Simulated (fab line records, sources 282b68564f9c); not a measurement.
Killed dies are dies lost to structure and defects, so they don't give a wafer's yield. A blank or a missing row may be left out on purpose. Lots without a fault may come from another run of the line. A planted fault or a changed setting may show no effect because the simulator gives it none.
A struck lot beside a sound one | flow rit_cmos | 33 steps out of a route of 202
Sound: wafers L926.3, L926.5, L926.6. Struck: wafers L936.1, L936.2, L936.5. The cause comes at the end.
At each step with rows: each side's tool, then ch and its chambers, then its first start. Under that, the readings that differ: sound wafers | struck wafers | difference of the means | sigmas: that difference in standard deviations of wafers without a fault.
alike: readings whose means differ by less than 2 such deviations, and words and numbers that are the same on both sides. not compared: withheld readings, readings that some wafer has no value for, bounds like >300 that may hide the same value, and numbers for which the record gives no deviation and whose values overlap.
The two part at a step that has a row with sigmas, a row that says differs or no value, or rows on one side only. Numbers that don't overlap but have no deviation are shown without sigmas and don't part them. A reading that every wafer of one side lacks parts them only if that side has two wafers or more.

RIT_ACTIVE_BOW_MEAS_00:
  sound on film_metro-03, day 2 21:02; struck on film_metro-04, day 4 23:00
  alike: INCOMING_BOW
RIT_ACTIVE_OXIDATION_01: target thk 46.8 nm, ox time 3360 s.
  sound on furnace-04 ch 0, day 2 21:07; struck on furnace-02 ch 0, day 4 23:16
  reading                                       | sound             | struck            | difference | sigmas
  ox_time_s (s)                                 | 3360 3360 3360    | 2184 2184 2184    | -1176      |
  model.SiO2_of_ACTIVE_OXIDATION_01.thk_nm (nm) | 46.99 46.48 46.97 | 37.13 37.74 37.74 | -9.28      |
RIT_ACTIVE_THK_MEAS_02:
  sound on film_metro-02, day 2 23:04; struck on film_metro-03, day 5 01:12
  reading               | sound          | struck         | difference | sigmas
  ACTIVE_OXIDE_THK (nm) | 47.0 46.5 46.9 | 37.1 37.8 37.7 | -9.3       | -11
then, 1 step without rows for these wafers: RIT_ACTIVE_CVD_03 (deposits Si3N4 from SiH2Cl2/NH3, target thk 150 nm, time 1500 s).
RIT_ACTIVE_THK_MEAS_04:
  sound on film_metro-02, day 3 00:33; struck on film_metro-04, day 5 03:23
  alike: ACTIVE_NITRIDE_THK
then, 6 steps without rows for these wafers: RIT_ACTIVE_HMDS_05 (prime time 60 s); RIT_ACTIVE_COAT_06 (resist thk 1000 nm); RIT_ACTIVE_SOFTBAKE_07 (time 60 s); RIT_ACTIVE_EXPOSE_08 (exposes mask M1, target cd 1400 nm); RIT_ACTIVE_PEB_09; RIT_ACTIVE_DEVELOP_10 (develop time 50 s).
RIT_ACTIVE_CD_MEAS_11: target cd 1400 nm.
  sound on cd_sem-01, day 3 01:36; struck on cd_sem-01, day 5 04:25
  alike: cd_nm
then, 1 step without rows for these wafers: RIT_ACTIVE_HARDBAKE_12 (time 60 s).
RIT_ACTIVE_ETCH_13: etches Si3N4 in SF6, stops on SiO2, time 210 s, target depth 210 nm.
  sound on rie_diel-01 ch 1,2, day 3 01:50; struck on rie_diel-01 ch 0,3, day 5 04:41
  reading                     | sound       | struck      | difference | sigmas
  drypump_motor_current_A (A) | 6.1 6.6 6.1 | 4.7 5.8 4.7 | -1.2       | -2
  alike: oes_product_au, throttle_valve_pct
  not compared: rf_hours_counter_h
RIT_ACTIVE_STRIP_14: strips in O2, time 180 s.
  sound on plasma_asher-04 ch 0,1, day 3 02:02; struck on plasma_asher-04 ch 0,1, day 5 04:50
  alike: drypump_motor_current_A
  not compared: rf_hours_counter_h
RIT_ACTIVE_CD_MEAS_90: target cd 1400 nm.
  sound on cd_sem-02, day 3 02:11; struck on cd_sem-01, day 5 05:00
  alike: cd_nm
then, 4 steps without rows for these wafers: RIT_ACTIVE_CLEAN_15 (cleans in SC1, time 600 s); RIT_ACTIVE_CLEAN_16 (cleans in dHF, time 30 s); RIT_ACTIVE_CLEAN_17 (cleans in SC2, time 600 s); RIT_FOX1_OXIDATION_00 (target thk 350.7 nm, ox time 1130 s).
RIT_FOX1_THK_MEAS_01:
  sound on film_metro-01, day 3 03:59; struck on film_metro-02, day 5 07:22
  alike: FOX1_OXIDE_THK
then, 2 steps without rows for these wafers: RIT_FOX1_WET_ETCH_02 (etches SiO2 in BOE, target depth 350 nm, time 390 s); RIT_FOX2_OXIDATION_00 (target thk 350.7 nm, ox time 1130 s).
RIT_FOX2_THK_MEAS_01:
  sound on film_metro-01, day 3 05:28; struck on film_metro-02, day 5 08:52
  alike: FOX2_OXIDE_THK
then, 1 step without rows for these wafers: RIT_FOX2_CLEAN_02 (cleans in dHF, time 174 s).
RIT_FOX2_WET_ETCH_03: etches Si3N4 in H3PO4, target depth 195 nm, time 2700 s.
  sound on wet_bench-02 ch 1, day 3 05:35; struck on wet_bench-04 ch 2, day 5 08:59
  reading                                       | sound             | struck           | difference | sigmas
  model.SiO2_of_ACTIVE_OXIDATION_01.thk_nm (nm) | 41.54 40.24 41.51 | 32.1 32.27 32.66 | -8.8       |
  alike: temp_c
RIT_FOX2_THK_MEAS_90:
  sound on film_metro-03, day 3 06:21; struck on film_metro-02, day 5 09:53
  alike: FIELD_OXIDE_LEFT_1_THK
then, 4 steps without rows for these wafers: RIT_NWELL_HMDS_00 (prime time 60 s); RIT_NWELL_COAT_01 (resist thk 1300 nm); RIT_NWELL_SOFTBAKE_02 (time 60 s); RIT_NWELL_EXPOSE_03 (exposes mask M2, target cd 43900 nm).
RIT_GATE_ETCH_19: etches poly-Si in SF6/CHF3/O2, stops on SiO2, time 165 s, target depth 312.5 nm.
  sound on rie_si-01 ch 0,2,3, day 3 22:45; struck on rie_si-01 ch 0,1,2, day 6 03:40
  alike: O2_flow_sccm, drypump_motor_current_A, he_backside_leak_sccm, oes_product_au, throttle_valve_pct
  not compared: rf_hours_counter_h, model.GATE.cd_nm
RIT_M1_PROBE_99:
  sound on prober-02, day 4 19:29; struck on prober-02, day 6 23:11
  reading                             | sound             | struck            | difference | sigmas
  model.etest.nldd.width_nm (nm)      | 3140 3166 3177    | 3294 3274 3276    | +120       |
  model.etest.pldd.width_nm (nm)      | 3168 3173 3177    | 3268 3271 3260    | +94        |
  model.etest.pplus_sal.width_nm (nm) | 3408 3428 3419    | 3494 3494 3467    | +67        |
  model.etest.nplus_sal.width_nm (nm) | 3403 3439 3447    | 3493 3506 3468    | +59        |
  model.etest.nmos_narrow.drive_ua_um | 232.4 228.9 228.3 | 243.1 251.2 243.8 | +16.2      |
  alike: killed_at_contacts, killed_at_front_end, killed_dies, killed_open, killed_short
  not compared: model.etest.pmos_turned.r_on_ohm_um, model.etest.pmos_0p15.r_on_ohm_um, model.etest.nmos_0p15.r_on_ohm_um

WHERE THEY PART
First at RIT_ACTIVE_THK_MEAS_02; last, within this record, at RIT_ACTIVE_ETCH_13. Later steps at which nothing parts them and some readings are alike: RIT_ACTIVE_STRIP_14, RIT_ACTIVE_CD_MEAS_90, RIT_FOX1_THK_MEAS_01, RIT_FOX2_THK_MEAS_01, RIT_FOX2_WET_ETCH_03, RIT_FOX2_THK_MEAS_90, RIT_GATE_ETCH_19, RIT_M1_PROBE_99.

WHY: what the simulator had put in
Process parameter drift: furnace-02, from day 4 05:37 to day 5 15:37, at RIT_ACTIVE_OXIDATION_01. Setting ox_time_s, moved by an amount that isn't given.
